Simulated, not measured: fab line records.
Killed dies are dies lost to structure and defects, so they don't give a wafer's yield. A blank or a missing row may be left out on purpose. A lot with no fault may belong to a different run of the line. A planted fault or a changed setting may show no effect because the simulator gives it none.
Which tool is to blame? -- flow berkeleyCmos170 -- 14 lots with 42 wafers sampled at 5 steps, on a route of 331 steps

== WHAT THE GAUGES READ, wafer by wafer ==
UCB170_PWELL_TW_MEAS_17. Usual: for PWELL_TW the level is 375 and the standard deviation is 3.1.
lot,measured,on,PWELL_TW,flag
L859,day 3 05:17,filmMetro-03,372 372 370,
L860,day 3 08:16,filmMetro-04,380 378 382,
L861,day 3 08:38,filmMetro-04,381 380 380,
L863,day 4 01:13,filmMetro-03,375 373 373,
L866,day 4 07:49,filmMetro-03,374 370 373,
L867,day 4 18:18,filmMetro-03,373 374 375,
L871,day 5 14:53,filmMetro-02,373 374 373,
L869,day 5 15:09,filmMetro-04,376 377 378,
L872,day 5 17:55,filmMetro-03,372 372 372,
L873,day 5 21:46,filmMetro-04,433 434 434,OFF
L875,day 6 15:28,filmMetro-03,426 423 424,OFF
L876,day 6 15:45,filmMetro-02,376 375 376,
L878,day 7 03:28,filmMetro-04,379 378 379,
L880,day 7 09:16,filmMetro-04,376 376 378,

UCB170_ACTIVE_CD_MEAS_13 targets a cd of 1200 nm. Usual: cdNm reads 1200.7 nm (standard deviation 1.6).
lot,measured,on,cdNm (nm),flag
L859,day 4 11:00,cdSem-01,1200.3 1201.8 1201.6,
L860,day 4 10:53,cdSem-02,1204.6 1202.9 1203.2,
L861,day 4 10:49,cdSem-01,1202.4 1201.3 1202.3,
L863,day 5 15:02,cdSem-02,1199.0 1197.6 1199.2,
L866,day 5 19:15,cdSem-02,1198.5 1199.9 1200.0,
L867,day 6 04:47,cdSem-01,1200.6 1200.5 1200.1,
L871,day 6 19:04,cdSem-01,1198.2 1199.1 1200.2,
L869,day 6 21:22,cdSem-01,1202.0 1203.4 1200.7,
L872,day 6 21:40,cdSem-01,1201.2 1201.0 1202.0,
L873,day 7 08:20,cdSem-02,1200.6 1199.8 1198.4,
L875,day 7 21:32,cdSem-02,1201.8 1203.0 1202.3,
L876,day 7 21:54,cdSem-02,1196.5 1198.5 1197.8,
L878,day 8 08:46,cdSem-01,1202.4 1202.7 1202.1,
L880,day 8 11:25,cdSem-02,1200.4 1201.1 1200.5,

UCB170_PSD_OVL_MEAS_07. Usual: for PSD_OVL the level is -2 nm and the standard deviation is 4.4.
lot,measured,on,PSD_OVL (nm),flag
L859,day 7 05:26,overlay-02,-5 0 3,
L860,day 7 05:43,overlay-01,1 -7 -3,
L861,day 7 05:34,overlay-01,-5 -2 -1,
L863,day 8 04:47,overlay-02,-5 -7 -6,
L866,day 8 04:25,overlay-01,-3 -6 -8,
L867,day 8 12:17,overlay-01,-5 2 -2,
L871,day 9 00:49,overlay-02,-3 -1 2,
L869,day 9 00:19,overlay-01,3 -1 -5,
L872,day 9 00:05,overlay-02,-10 2 3,
L873,day 9 11:56,overlay-01,-3 -2 -7,
L875,day 10 06:11,overlay-01,-3 -5 4,
L876,day 10 06:04,overlay-01,-3 0 0,
L878,day 10 15:59,overlay-01,-4 -7 0,
L880,day 10 15:49,overlay-01,6 -4 -3,

== WHICH TOOL RAN EACH LOT (tool, then ch and the chambers of the sampled wafers, then the start) ==
lot,UCB170_PWELL_IMPLANT_15,UCB170_ACTIVE_ETCH_15
L859,"implanter-01 ch 0, day 3 05:02","rieDiel-04 ch 1,2,3, day 4 11:10"
L860,"implanter-01 ch 0, day 3 08:01","rieDiel-02 ch 0,1,2, day 4 11:02"
L861,"implanter-02 ch 0, day 3 08:23","rieDiel-01 ch 0,1,2, day 4 10:58"
L863,"implanter-03 ch 0, day 4 00:58","rieDiel-02 ch 2,3, day 5 15:11"
L866,"implanter-01 ch 0, day 4 07:34","rieDiel-01 ch 0,1,2, day 5 19:23"
L867,"implanter-01 ch 0, day 4 18:04","rieDiel-02 ch 0,1, day 6 04:55"
L871,"implanter-03 ch 0, day 5 14:39","rieDiel-01 ch 0,1, day 6 19:11"
L869,"implanter-02 ch 0, day 5 14:54","rieDiel-04 ch 0,2,3, day 6 21:31"
L872,"implanter-02 ch 0, day 5 17:41","rieDiel-01 ch 1,2,3, day 6 21:47"
L873,"implanter-02 ch 0, day 5 21:32","rieDiel-01 ch 0,2,3, day 7 08:28"
L875,"implanter-02 ch 0, day 6 15:13","rieDiel-02 ch 2,3, day 7 21:42"
L876,"implanter-01 ch 0, day 6 15:31","rieDiel-02 ch 0,2,3, day 7 22:02"
L878,"implanter-01 ch 0, day 7 03:13","rieDiel-04 ch 0,1,3, day 8 08:55"
L880,"implanter-01 ch 0, day 7 09:04","rieDiel-04 ch 0,1, day 8 11:31"
- UCB170_PWELL_IMPLANT_15
- UCB170_ACTIVE_ETCH_15: etches Si3N4 in CH3F/Ar/O2, stops on SiO2, target depth 242 nm, time 151 s.

== AS READ BY THE TOOLS THEMSELVES (means over the sampled wafers that have a number; for cases with no such wafer, the mark the record gives instead) ==
UCB170_PWELL_IMPLANT_15. Usual: doseIonsCm2 5.001e+12, standard deviation 4.7e+09; endStationPressureTorr 4.99e-06 Torr, standard deviation 2.5e-07; faradayCurrentUA 15.8, standard deviation 0.36.
lot,tool,doseIonsCm2,endStationPressureTorr (Torr),faradayCurrentUA,flag
L859,implanter-01,4.997e+12,4.81e-06,15.6,
L860,implanter-01,5.002e+12,5.19e-06,16.0,
L861,implanter-02,5.003e+12,5.10e-06,15.7,
L863,implanter-03,5.003e+12,4.86e-06,15.7,
L866,implanter-01,4.998e+12,5.12e-06,16.0,
L867,implanter-01,5.000e+12,5.14e-06,15.8,
L871,implanter-03,5.001e+12,5.05e-06,16.2,
L869,implanter-02,4.994e+12,4.85e-06,15.7,
L872,implanter-02,5.000e+12,5.15e-06,15.7,
L873,implanter-02,7.783e+12,4.96e-06,24.8,OFF
L875,implanter-02,7.784e+12,5.20e-06,24.2,OFF
L876,implanter-01,5.007e+12,5.15e-06,15.7,
L878,implanter-01,4.999e+12,4.98e-06,15.9,
L880,implanter-01,4.999e+12,5.31e-06,15.6,

UCB170_ACTIVE_ETCH_15. Usual: O2_flow_sccm 6.999 sccm, standard deviation 0.019; chamberPressureMTorr 50.00 mTorr, standard deviation 0.052; drypumpMotorCurrentA 5.7 A, standard deviation 0.45; mfcArSccm 50.00 sccm, standard deviation 0.16; oesProductAu 0.936 a.u., standard deviation 0.011; throttleValvePct 8.09 %, standard deviation 0.1.
lot,tool,O2_flow_sccm (sccm),chamberPressureMTorr (mTorr),drypumpMotorCurrentA (A),mfcArSccm (sccm),oesProductAu (a.u.),throttleValvePct (%),flag
L859,rieDiel-04,6.992,50.00,5.7,49.78,0.931,8.05,
L860,rieDiel-02,6.996,50.01,5.3,50.10,0.940,8.12,
L861,rieDiel-01,7.027,49.99,6.1,49.97,0.947,8.18,
L863,rieDiel-02,6.994,50.05,5.2,50.11,0.925,8.03,
L866,rieDiel-01,6.995,50.01,6.1,50.01,0.938,8.18,
L867,rieDiel-02,6.975,50.03,5.6,50.05,0.939,8.09,
L871,rieDiel-01,6.993,50.02,6.3,49.99,0.931,8.15,
L869,rieDiel-04,7.001,50.03,6.0,50.09,0.942,7.97,
L872,rieDiel-01,7.011,50.05,6.0,50.02,0.942,8.18,
L873,rieDiel-01,6.997,50.03,5.7,50.06,0.928,8.15,
L875,rieDiel-02,7.010,49.98,5.0,49.86,0.931,8.10,
L876,rieDiel-02,6.998,49.98,5.3,50.07,0.939,8.07,
L878,rieDiel-04,7.003,50.02,6.0,50.09,0.948,8.04,
L880,rieDiel-04,6.977,50.00,5.8,49.90,0.940,8.06,

== THE ANSWER, worked out from the rows above alone ==
Rule: take the mean of a lot's wafers that have a number; if it is more than 3 standard deviations from the usual mean, the lot is off. Also off: a lot with no number at a reading for which 4 or more lots have one. Any other lot the step has rows for is counted as sound. Order of review: gauges by route order, followed by the tools' own readings, for which a lot's mean as printed above is used. At the first step where some lot is off, the reading lying furthest off is the one used; lots without a number count as furthest.
Off: L873, L875, seen at UCB170_PWELL_TW_MEAS_17 (PWELL_TW).
A tool fits if, at a process step before that reading, it ran every lot that is off, and no sound lot after the first of them. The gauges at UCB170_PWELL_TW_MEAS_17 aren't tried: what is off there is off at UCB170_PWELL_IMPLANT_15 too, on other tools, and a gauge's error can't cause that. One fits: UCB170_PWELL_IMPLANT_15 on implanter-02. Its last sound lot is L872 (day 5 17:41), its first lot that is off L873 (day 5 21:32): a fault that began between those two fits.
The tool's own readings at UCB170_PWELL_IMPLANT_15 bear it out: on the lots that are off they differ by more than 5 times the standard deviation of the sound lots' means. doseIonsCm2 reads 7.784e+12 there against 5.000e+12 on the sound lots; faradayCurrentUA reads 24.5 there against 15.8 on the sound lots.

== WHAT HAD BEEN PUT IN BY THE SIMULATOR ==
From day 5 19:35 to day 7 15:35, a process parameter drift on implanter-02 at UCB170_PWELL_IMPLANT_15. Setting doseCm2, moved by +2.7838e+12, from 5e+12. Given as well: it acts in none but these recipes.
Shown lots that were struck: L873, L875. This agrees with what the rule above found.
